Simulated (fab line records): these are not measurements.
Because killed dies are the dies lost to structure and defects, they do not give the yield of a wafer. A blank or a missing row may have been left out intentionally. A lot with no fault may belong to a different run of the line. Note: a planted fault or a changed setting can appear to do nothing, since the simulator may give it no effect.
Lot-split experiment | flow ritCmos | 23 wafers read from 5 lots, route of 202 steps

ON THE SPLIT
At RIT_NSD_IMPLANT_08, the setting energyKev was moved away from the recipe's 25 on 7 of the 23 wafers read, by -4.9% to -3.9%. This setting was run at the recipe's value on the other wafers.

The reading is taken at the split's own step.

THE READING
In nm, at RIT_NSD_IMPLANT_08: implant.drpNm, which is the simulator's own figure and was read by no gauge. The file does not state a usual value for it.

wafer  | tool, chamber at the split | energyKev as run | against the recipe | implant.drpNm, nm | against lot-mates on the recipe
L075.1 | implanter-04, 0            | 25               | recipe             | 14.84             | -
L075.4 | implanter-04, 0            | 25               | recipe             | 14.84             | -
L075.6 | implanter-04, 0            | 25               | recipe             | 14.84             | -
L075.2 | implanter-04, 0            | 24.03            | -3.9%              | 14.49             | -0.35
L075.3 | implanter-04, 0            | 24.03            | -3.9%              | 14.49             | -0.35
L076.1 | implanter-02, 0            | 25               | recipe             | 14.84             | -
L076.3 | implanter-02, 0            | 25               | recipe             | 14.84             | -
L076.4 | implanter-02, 0            | 25               | recipe             | 14.84             | -
L076.2 | implanter-02, 0            | 23.87            | -4.5%              | 14.43             | -0.41
L076.6 | implanter-02, 0            | 23.87            | -4.5%              | 14.43             | -0.41
L079.2 | implanter-04, 0            | 25               | recipe             | 14.84             | -
L079.4 | implanter-04, 0            | 25               | recipe             | 14.84             | -
L079.3 | implanter-04, 0            | 23.78            | -4.9%              | 14.4              | -0.44
L079.5 | implanter-04, 0            | 23.78            | -4.9%              | 14.4              | -0.44
L079.6 | implanter-04, 0            | 23.78            | -4.9%              | 14.4              | -0.44
L083.1 | implanter-03, 0            | 25               | recipe             | 14.84             | -
L083.3 | implanter-03, 0            | 25               | recipe             | 14.84             | -
L083.4 | implanter-03, 0            | 25               | recipe             | 14.84             | -
L083.5 | implanter-03, 0            | 25               | recipe             | 14.84             | -
L083.6 | implanter-03, 0            | 25               | recipe             | 14.84             | -
L085.1 | implanter-03, 0            | 25               | recipe             | 14.84             | -
L085.3 | implanter-03, 0            | 25               | recipe             | 14.84             | -
L085.6 | implanter-03, 0            | 25               | recipe             | 14.84             | -

FIT RESULTS
A straight line over all 23 wafers: implant.drpNm changes by +0.0903 nm for each +1% of energyKev; r = +1.00; the points scatter about the line by 0.00063 nm.
The same after taking each lot's own level away (the mean of its wafers on the recipe; 23 wafers): +0.0903 nm for each +1%; r = +1.00; scatter 0.00063 nm.
Per that fit: largest energyKev move, reading shift of 0.44 nm.
The lots' own levels span 14.840 to 14.840 nm.
Consequently the slope shifts little with the lot-to-lot level, the two slopes agreeing.
Check: -0.441 nm against its lot-mates is what the line predicts for one of the wafers moved furthest among these (-4.9%) when that wafer is left out of the fit. Against them it came out at -0.44 nm.

ADDITIONAL SPLITS CARRIED BY THESE WAFERS
These wafers also went through other splits before the reading. Each is held against what the fit with the lots' levels taken away leaves over:
other split on the same wafers    | wafers away from the commonest value | r with implant.drpNm (lot level and that fit taken away)
RIT_ACTIVE_CVD_03 pressureMtorr   | 15                                   | +0.25
RIT_FOX1_OXIDATION_00 oxTimeS     | 18                                   | -0.59
RIT_NWELL_COAT_01 resistThkNm     | 7                                    | -0.20
RIT_NWELL_IMPLANT_08 doseCm2      | 11                                   | -0.24
RIT_PWELL_DEVELOP_05 developTimeS | 11                                   | +0.64
RIT_NRETRO_COAT_01 resistThkNm    | 8                                    | +0.04
RIT_GATE_OXIDATION_05 tempC       | 10                                   | -0.14
RIT_GATE_EXPOSE_13 doseMj         | 7                                    | +0.20
RIT_GATE_ETCH_19 overEtchFrac     | 7                                    | +0.36
RIT_NLDD_IMPLANT_08 energyKev     | 11                                   | -0.29

THE WHOLE CHAIN: every reading that the file lists as answering this split, in the file's order
step               | what it does | reading                                                        | change (the file's fit)                | r (the file's)
RIT_NSD_IMPLANT_08 |              | implant.rpNm (the simulator's own value, which no gauge read)  | +0.217 nm for each +1% of the setting  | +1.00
RIT_NSD_IMPLANT_08 |              | implant.drpNm (the simulator's own value, which no gauge read) | +0.0903 nm for each +1% of the setting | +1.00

THE FILE'S OWN FIT
implant.drpNm changes by +0.0903 nm for each +1% of energyKev, r = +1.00.
